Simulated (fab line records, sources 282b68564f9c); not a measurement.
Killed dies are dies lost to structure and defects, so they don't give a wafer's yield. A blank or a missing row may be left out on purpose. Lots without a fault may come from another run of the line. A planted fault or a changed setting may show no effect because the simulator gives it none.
A struck lot beside a sound one | flow rit_cmos | 17 steps out of a route of 202
Sound: wafers L429.1, L429.3, L429.6. Struck: wafers L438.3, L438.5, L438.6. The cause comes at the end.
At each step with rows: each side's tool, then ch and its chambers, then its first start. Under that, the readings that differ: sound wafers | struck wafers | difference of the means | sigmas: that difference in standard deviations of wafers without a fault.
alike: readings whose means differ by less than 2 such deviations, and words and numbers that are the same on both sides. not compared: withheld readings, readings that some wafer has no value for, bounds like >300 that may hide the same value, and numbers for which the record gives no deviation and whose values overlap.
The two part at a step that has a row with sigmas, a row that says differs or no value, or rows on one side only. Numbers that don't overlap but have no deviation are shown without sigmas and don't part them. A reading that every wafer of one side lacks parts them only if that side has two wafers or more.

first, 1 step without rows for these wafers: RIT_PRETRO_DEVELOP_05 (develop time 68 s).
RIT_PRETRO_OVL_MEAS_06:
  sound on overlay-02, day 4 12:08; struck on overlay-02, day 6 07:58
  alike: PRETRO_OVL
then, 2 steps without rows for these wafers: RIT_PRETRO_HARDBAKE_07 (time 120 s); RIT_PRETRO_IMPLANT_08.
RIT_PRETRO_STRIP_09: strips in O2, time 180 s.
  sound on plasma_asher-02 ch 0,1, day 4 12:34; struck on plasma_asher-04 ch 0,1, day 6 08:27
  alike: drypump_motor_current_A
  not compared: rf_hours_counter_h
RIT_PRETRO_TW_MEAS_10:
  sound on film_metro-03, day 4 12:44; struck on film_metro-03, day 6 08:35
  alike: PRETRO_TW
then, 5 steps without rows for these wafers: RIT_GATE_WET_ETCH_00 (etches SiO2 in BOE, target depth 56 nm, time 60 s); RIT_GATE_CLEAN_01 (cleans in SC1, time 600 s); RIT_GATE_CLEAN_02 (cleans in dHF, time 30 s); RIT_GATE_CLEAN_03 (cleans in SC2, time 600 s); RIT_GATE_CLEAN_04 (cleans in dHF, time 60 s).
RIT_FOX2_THK_MEAS_91:
  sound on film_metro-03, day 4 13:14; struck on film_metro-03, day 6 09:04
  alike: FIELD_OXIDE_LEFT_2_THK
RIT_GATE_OXIDATION_05: target thk 3 nm, ox time 270 s.
  sound on furnace-01 ch 0, day 4 14:52; struck on furnace-04 ch 0, day 6 10:11
  reading                                     | sound             | struck           | difference | sigmas
  spike_tc_load_C (C)                         | 920 920 919       | 926 926 927      | +7         | +2
  model.SiO2_of_GATE_OXIDATION_05.thk_nm (nm) | 3.038 3.027 3.025 | 4.89 4.871 4.889 | +1.85      |
  alike: ox_temp_c, zone_power_load_pct
then, 1 step without rows for these wafers: RIT_GATE_ANNEAL_06 (time 600 s).
RIT_GATE_THK_MEAS_07:
  sound on film_metro-02, day 4 17:58; struck on film_metro-04, day 6 15:04
  reading             | sound          | struck         | difference | sigmas
  GATE_OXIDE_THK (nm) | 3.02 2.98 3.05 | 4.86 4.83 4.91 | +1.85      | +25
then, 1 step without rows for these wafers: RIT_GATE_CVD_08 (deposits poly-Si from SiH4, target thk 250 nm, time 2220 s).
RIT_M1_PROBE_99:
  sound on prober-01, day 6 08:30; struck on prober-02, day 7 13:41
  alike: killed_at_M0_to_M3, killed_at_front_end, killed_dies, killed_on_rim, killed_open, killed_short

WHERE THEY PART
First at RIT_GATE_OXIDATION_05; last, within this record, at RIT_GATE_THK_MEAS_07. Later steps at which nothing parts them and some readings are alike: RIT_M1_PROBE_99.

WHY: what the simulator had put in
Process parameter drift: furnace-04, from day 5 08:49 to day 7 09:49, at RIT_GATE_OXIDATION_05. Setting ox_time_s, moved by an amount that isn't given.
